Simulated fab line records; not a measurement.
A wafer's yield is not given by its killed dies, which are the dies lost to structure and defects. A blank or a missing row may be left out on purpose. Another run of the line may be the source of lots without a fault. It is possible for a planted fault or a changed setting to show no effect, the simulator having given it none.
Lot-split experiment ; flow berkeley_cmos170 ; 23 wafers read across 5 lots, on a route 331 steps long

== THE SPLIT ==
At UCB170_PSD_IMPLANT_08, the setting dose_cm2 was moved away from the recipe's 3e+15 on 7 of the 23 wafers read, by +4.1% to +6.1%. For the rest of the wafers, this setting stayed at what the recipe calls for.

== FROM THE SPLIT TO THE READING: what the file shows between them, 9 steps ==
- UCB170_PSD_STRIP_09: strips in O2
- UCB170_PSD_TW_MEAS_10
- UCB170_NSD_IMPLANT_08 (also split here: energy_kev)
- UCB170_NSD_STRIP_09: strips in O2
- UCB170_NSD_TW_MEAS_10
- UCB170_BACKSIDE_STRIP_03: strips in O2 (also split here: power_w)
- UCB170_BACKSIDE_CLEAN_04: cleans in SPM, time 600 s
- UCB170_SDANNEAL_RTA_00: time 10 s
- UCB170_SDANNEAL_RTA_01: time 5 s

== THE READING ==
PSD_RS, in ohm/sq, at UCB170_SDANNEAL_RS_MEAS_02 (measures by four-point-probe). A value of 75.66 ohm/sq with a standard deviation of 0.29 ohm/sq is what fault-free wafers of this fab line usually give.

wafer;tool, chamber at the split;dose_cm2 as run;against the recipe;PSD_RS, ohm/sq;against lot-mates on the recipe
L079.2;implanter-04, 0;3e+15;recipe;75.57;-
L079.3;implanter-04, 0;3.184e+15;+6.1%;72.16;-3.39
L079.4;implanter-04, 0;3e+15;recipe;75.67;-
L079.5;implanter-04, 0;3e+15;recipe;75.41;-
L079.6;implanter-04, 0;3.184e+15;+6.1%;72.10;-3.45
L081.1;implanter-04, 0;3e+15;recipe;75.62;-
L081.2;implanter-04, 0;3e+15;recipe;75.53;-
L081.3;implanter-04, 0;3e+15;recipe;75.38;-
L081.4;implanter-04, 0;3e+15;recipe;75.65;-
L081.6;implanter-04, 0;3e+15;recipe;75.48;-
L083.1;implanter-03, 0;3e+15;recipe;75.24;-
L083.4;implanter-03, 0;3e+15;recipe;75.59;-
L083.5;implanter-03, 0;3e+15;recipe;75.73;-
L084.2;implanter-04, 0;3.124e+15;+4.1%;72.91;-2.28
L084.3;implanter-04, 0;3e+15;recipe;75.35;-
L084.4;implanter-04, 0;3.124e+15;+4.1%;73.08;-2.11
L084.5;implanter-04, 0;3.124e+15;+4.1%;72.66;-2.53
L084.6;implanter-04, 0;3e+15;recipe;75.02;-
L085.1;implanter-04, 0;3.14e+15;+4.7%;73.14;-2.62
L085.2;implanter-04, 0;3e+15;recipe;75.61;-
L085.3;implanter-04, 0;3.14e+15;+4.7%;73.23;-2.53
L085.4;implanter-04, 0;3e+15;recipe;75.96;-
L085.5;implanter-04, 0;3e+15;recipe;75.71;-

THE FIT
A straight line over all 23 wafers: PSD_RS changes by -0.566 ohm/sq for each +1% of dose_cm2; r = -0.98; the points scatter about the line by 0.25 ohm/sq.
The same after taking each lot's own level away (the mean of its wafers on the recipe; 23 wafers): -0.556 ohm/sq for each +1%; r = -0.99; scatter 0.14 ohm/sq.
Per that fit: largest dose_cm2 move, reading shift of 3.4 ohm/sq.
The span of the lots' own levels, 75.185 to 75.760 ohm/sq, comes to 2.0 times the standard deviation stated above.
Hence the lot-to-lot level has little effect on the slope; both slopes agree.
Check: -3.42 ohm/sq against its lot-mates is what the line predicts for one of the wafers moved furthest among these (+6.1%) when that wafer is left out of the fit. It came out at -3.39 ohm/sq against them.

== THESE WAFERS: OTHER SPLITS ==
Other splits were also applied to these wafers ahead of the reading. Each is held against what the fit with the lots' levels taken away leaves over:
other split on the same wafers;wafers away from the commonest value;r with PSD_RS (lot level and that fit taken away)
UCB170_GATE_COAT_07 spin_rpm;10;-0.13
UCB170_PLDD_PEB_04 peb_temp_c;11;-0.01
UCB170_NLDD_PEB_04 peb_temp_c;6;-0.11
UCB170_PSD_EXPOSE_03 dose_mj;11;+0.11
UCB170_NSD_IMPLANT_08 energy_kev;7;+0.03
UCB170_BACKSIDE_STRIP_03 power_w;8;+0.02

== THE WHOLE CHAIN: every reading that the file lists as answering this split, in the file's order ==
step;what it does;reading;change (the file's fit);r (the file's)
UCB170_PSD_STRIP_09;strips in O2;strip_time_to_endpoint_s;withheld for each +1% of the setting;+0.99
UCB170_PSD_TW_MEAS_10;;PSD_TW;+6.49 for each +1% of the setting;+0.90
UCB170_SDANNEAL_RS_MEAS_02;measures by four-point-probe;PSD_RS;-0.556 for each +1% of the setting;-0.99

== FILE'S OWN FIT ==
PSD_RS changes by -0.556 ohm/sq for each +1% of dose_cm2, r = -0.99.
